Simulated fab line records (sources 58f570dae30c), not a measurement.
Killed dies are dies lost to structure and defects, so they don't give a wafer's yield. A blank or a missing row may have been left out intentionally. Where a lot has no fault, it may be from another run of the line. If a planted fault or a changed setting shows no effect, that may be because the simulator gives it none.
The tool behind it: which one? || flow berkeleyCmos170 || 14 lots, 42 wafers sampled, at 4 steps of a route of 331

## WHAT THE GAUGES SHOWED, per wafer
UCB170_GATE_CD_MEAS_90: target cd 350 nm.
{"lot": "L835", "measured": "day 6 04:39", "on": "cdSem-01", "cdNm (nm)": "348.6 348.0 347.9"}
{"lot": "L834", "measured": "day 6 05:01", "on": "cdSem-02", "cdNm (nm)": "348.8 347.3 348.3"}
{"lot": "L836", "measured": "day 6 14:39", "on": "cdSem-01", "cdNm (nm)": "346.8 348.1 349.5"}
{"lot": "L837", "measured": "day 7 03:05", "on": "cdSem-01", "cdNm (nm)": "346.8 348.0 347.9"}
{"lot": "L838", "measured": "day 7 03:19", "on": "cdSem-02", "cdNm (nm)": "348.9 350.9 348.6"}
{"lot": "L839", "measured": "day 7 17:41", "on": "cdSem-01", "cdNm (nm)": "350.6 352.0 350.3"}
{"lot": "L840", "measured": "day 7 18:14", "on": "cdSem-02", "cdNm (nm)": "350.6 348.3 349.8"}
{"lot": "L843", "measured": "day 8 08:26", "on": "cdSem-02", "cdNm (nm)": "352.0 348.8 351.5"}
{"lot": "L850", "measured": "day 9 09:02", "on": "cdSem-01", "cdNm (nm)": "349.7 350.8 349.7"}
{"lot": "L851", "measured": "day 9 16:33", "on": "cdSem-01", "cdNm (nm)": "351.1 349.7 349.2"}
{"lot": "L849", "measured": "day 9 17:16", "on": "cdSem-01", "cdNm (nm)": "349.5 349.3 349.4"}
{"lot": "L856", "measured": "day 10 10:23", "on": "cdSem-01", "cdNm (nm)": "351.9 350.9 347.0"}
{"lot": "L857", "measured": "day 10 10:36", "on": "cdSem-02", "cdNm (nm)": "353.5 353.4 353.6"}
{"lot": "L855", "measured": "day 10 10:42", "on": "cdSem-01", "cdNm (nm)": "349.6 350.5 351.3"}

UCB170_NSD_TW_MEAS_10.
{"lot": "L835", "measured": "day 6 17:55", "on": "filmMetro-01", "NSD_TW": "4181 4179 4161"}
{"lot": "L834", "measured": "day 6 18:11", "on": "filmMetro-01", "NSD_TW": "4203 4185 4203"}
{"lot": "L836", "measured": "day 7 05:46", "on": "filmMetro-02", "NSD_TW": "4230 4243 4233"}
{"lot": "L837", "measured": "day 7 16:28", "on": "filmMetro-01", "NSD_TW": "4208 4208 4215"}
{"lot": "L838", "measured": "day 7 17:01", "on": "filmMetro-02", "NSD_TW": "4224 4214 4225"}
{"lot": "L839", "measured": "day 8 05:40", "on": "filmMetro-01", "NSD_TW": "4191 4199 4168"}
{"lot": "L840", "measured": "day 8 05:56", "on": "filmMetro-01", "NSD_TW": "4181 4191 4191"}
{"lot": "L843", "measured": "day 8 21:31", "on": "filmMetro-02", "NSD_TW": "4228 4204 4189"}
{"lot": "L850", "measured": "day 10 00:41", "on": "filmMetro-02", "NSD_TW": "4233 4220 4223"}
{"lot": "L851", "measured": "day 10 04:27", "on": "filmMetro-01", "NSD_TW": "4202 4194 4182"}
{"lot": "L849", "measured": "day 10 10:05", "on": "filmMetro-04", "NSD_TW": "4167 4166 4158"}
{"lot": "L856", "measured": "day 11 01:24", "on": "filmMetro-02", "NSD_TW": "4169 4199 4208"}
{"lot": "L857", "measured": "day 11 01:37", "on": "filmMetro-01", "NSD_TW": "4170 4198 4178"}
{"lot": "L855", "measured": "day 11 01:53", "on": "filmMetro-01", "NSD_TW": "4192 4182 4205"}

UCB170_M1_RS_MEAS_01: measures by four-point-probe.
{"lot": "L835", "measured": "day 7 03:00", "on": "filmMetro-02", "M1_AL_RS (ohm/sq)": "0.0486 0.0480 0.0489"}
{"lot": "L834", "measured": "day 7 05:08", "on": "filmMetro-02", "M1_AL_RS (ohm/sq)": "0.0482 0.0492 0.0484"}
{"lot": "L836", "measured": "day 7 12:23", "on": "filmMetro-01", "M1_AL_RS (ohm/sq)": "0.0482 0.0485 0.0487"}
{"lot": "L837", "measured": "day 8 01:34", "on": "filmMetro-02", "M1_AL_RS (ohm/sq)": "0.0482 0.0491 0.0483"}
{"lot": "L838", "measured": "day 8 01:55", "on": "filmMetro-01", "M1_AL_RS (ohm/sq)": "0.0482 0.0485 0.0481"}
{"lot": "L839", "measured": "day 8 12:43", "on": "filmMetro-04", "M1_AL_RS (ohm/sq)": "0.0494 0.0489 0.0488"}
{"lot": "L840", "measured": "day 8 13:11", "on": "filmMetro-02", "M1_AL_RS (ohm/sq)": "0.0489 0.0485 0.0497"}
{"lot": "L843", "measured": "day 9 06:47", "on": "filmMetro-01", "M1_AL_RS (ohm/sq)": "0.0484 0.0496 0.0485"}
{"lot": "L850", "measured": "day 10 10:31", "on": "filmMetro-04", "M1_AL_RS (ohm/sq)": "0.0487 0.0490 0.0496"}
{"lot": "L851", "measured": "day 10 16:05", "on": "filmMetro-02", "M1_AL_RS (ohm/sq)": "0.0477 0.0473 0.0483"}
{"lot": "L849", "measured": "day 10 17:35", "on": "filmMetro-04", "M1_AL_RS (ohm/sq)": "0.0482 0.0477 0.0476"}
{"lot": "L856", "measured": "day 11 10:16", "on": "filmMetro-04", "M1_AL_RS (ohm/sq)": "0.0489 0.0496 0.0485"}
{"lot": "L857", "measured": "day 11 11:16", "on": "filmMetro-04", "M1_AL_RS (ohm/sq)": "0.0499 0.0491 0.0491"}
{"lot": "L855", "measured": "day 11 12:29", "on": "filmMetro-04", "M1_AL_RS (ohm/sq)": "0.0488 0.0493 0.0500"}

## WHAT TOOL EACH LOT RAN ON (gives the tool, then ch and the chambers of the sampled wafers, and finally the start)
{"lot": "L835", "UCB170_CONTACT_SOFTBAKE_05": "lithoTrack-03 ch 0, day 6 22:13"}
{"lot": "L834", "UCB170_CONTACT_SOFTBAKE_05": "lithoTrack-03 ch 0, day 7 02:46"}
{"lot": "L836", "UCB170_CONTACT_SOFTBAKE_05": "lithoTrack-04 ch 0, day 7 10:15"}
{"lot": "L837", "UCB170_CONTACT_SOFTBAKE_05": "lithoTrack-04 ch 0, day 7 23:12"}
{"lot": "L838", "UCB170_CONTACT_SOFTBAKE_05": "lithoTrack-03 ch 0, day 7 23:22"}
{"lot": "L839", "UCB170_CONTACT_SOFTBAKE_05": "lithoTrack-03 ch 0, day 8 09:55"}
{"lot": "L840", "UCB170_CONTACT_SOFTBAKE_05": "lithoTrack-01 ch 0, day 8 10:22"}
{"lot": "L843", "UCB170_CONTACT_SOFTBAKE_05": "lithoTrack-04 ch 0, day 9 04:08"}
{"lot": "L850", "UCB170_CONTACT_SOFTBAKE_05": "lithoTrack-04 ch 0, day 10 05:28"}
{"lot": "L851", "UCB170_CONTACT_SOFTBAKE_05": "lithoTrack-03 ch 0, day 10 12:58"}
{"lot": "L849", "UCB170_CONTACT_SOFTBAKE_05": "lithoTrack-01 ch 0, day 10 14:50"}
{"lot": "L856", "UCB170_CONTACT_SOFTBAKE_05": "lithoTrack-03 ch 0, day 11 06:52"}
{"lot": "L857", "UCB170_CONTACT_SOFTBAKE_05": "lithoTrack-03 ch 0, day 11 07:17"}
{"lot": "L855", "UCB170_CONTACT_SOFTBAKE_05": "lithoTrack-03 ch 0, day 11 08:40"}
- UCB170_CONTACT_SOFTBAKE_05: time 60 s.

## WHAT THE TOOLS THEMSELVES READ (means of the sampled wafers that have a number; where no wafer has one, the mark that the record gives instead)
UCB170_CONTACT_SOFTBAKE_05.
{"lot": "L835", "tool": "lithoTrack-03", "exhaustPa (Pa)": 44.5, "heaterPowerTotalW (W)": 56.80, "runLengthS (s)": 89.34}
{"lot": "L834", "tool": "lithoTrack-03", "exhaustPa (Pa)": 44.5, "heaterPowerTotalW (W)": 56.77, "runLengthS (s)": 89.26}
{"lot": "L836", "tool": "lithoTrack-04", "exhaustPa (Pa)": 44.5, "heaterPowerTotalW (W)": 56.80, "runLengthS (s)": 89.03}
{"lot": "L837", "tool": "lithoTrack-04", "exhaustPa (Pa)": 44.7, "heaterPowerTotalW (W)": 56.85, "runLengthS (s)": 89.08}
{"lot": "L838", "tool": "lithoTrack-03", "exhaustPa (Pa)": 45.8, "heaterPowerTotalW (W)": 56.78, "runLengthS (s)": 89.38}
{"lot": "L839", "tool": "lithoTrack-03", "exhaustPa (Pa)": 46.2, "heaterPowerTotalW (W)": 56.81, "runLengthS (s)": 89.33}
{"lot": "L840", "tool": "lithoTrack-01", "exhaustPa (Pa)": 46.3, "heaterPowerTotalW (W)": 56.79, "runLengthS (s)": 89.10}
{"lot": "L843", "tool": "lithoTrack-04", "exhaustPa (Pa)": 44.9, "heaterPowerTotalW (W)": 61.59, "runLengthS (s)": 74.44}
{"lot": "L850", "tool": "lithoTrack-04", "exhaustPa (Pa)": 44.6, "heaterPowerTotalW (W)": 61.56, "runLengthS (s)": 74.29}
{"lot": "L851", "tool": "lithoTrack-03", "exhaustPa (Pa)": 46.2, "heaterPowerTotalW (W)": 56.84, "runLengthS (s)": 89.27}
{"lot": "L849", "tool": "lithoTrack-01", "exhaustPa (Pa)": 45.6, "heaterPowerTotalW (W)": 56.86, "runLengthS (s)": 88.96}
{"lot": "L856", "tool": "lithoTrack-03", "exhaustPa (Pa)": 44.3, "heaterPowerTotalW (W)": 56.84, "runLengthS (s)": 89.19}
{"lot": "L857", "tool": "lithoTrack-03", "exhaustPa (Pa)": 43.7, "heaterPowerTotalW (W)": 56.78, "runLengthS (s)": 89.33}
{"lot": "L855", "tool": "lithoTrack-03", "exhaustPa (Pa)": 44.0, "heaterPowerTotalW (W)": 56.80, "runLengthS (s)": 89.32}

## THE ANSWER, worked out from the rows above alone
Rule: what is usual is taken from the lots themselves. Put in order of their means at a reading, lots are off if they are a third of the lots or fewer, leave a main group of 4 or more, and stand apart from it by a gap of 3 or more times the standard deviation of the main group's means; of several such gaps the widest counts. A main group is skipped when, at the precision printed for the reading in the tables above, its means are all equal. Also off: a lot with no number at a reading for which 4 or more lots have one. Where the step has rows for the other lots, those lots are counted as sound. Order of review: gauges by route order, followed by the tools' own readings, for which a lot's mean as printed above is used. At the first step where some lot is off, the reading lying furthest off is the one used; lots without a number count as furthest.
Off, at UCB170_CONTACT_SOFTBAKE_05 on heaterPowerTotalW: L843, L850. For the main group the mean is 56.81 W and the standard deviation 0.029.
A tool fits if, at that step or a process step before it, it ran every lot that is off, and no sound lot after the first of them. One fits: lithoTrack-04 at UCB170_CONTACT_SOFTBAKE_05. Its last sound lot is L837 (day 7 23:12), its first lot that is off L843 (day 9 04:08): a fault that began between those two fits.
The tool's own readings at UCB170_CONTACT_SOFTBAKE_05 bear it out: on the lots that are off they differ by more than 5 times the standard deviation of the sound lots' means. heaterPowerTotalW reads 61.58 W there against 56.81 W on the sound lots; runLengthS reads 74.37 s there against 89.22 s on the sound lots.

## WHAT THE SIMULATOR HAD INSERTED
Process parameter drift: lithoTrack-04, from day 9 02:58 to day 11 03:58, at UCB170_CONTACT_SOFTBAKE_05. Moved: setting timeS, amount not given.
Struck lots among those shown: L843, L850. This agrees with what the rule above found.
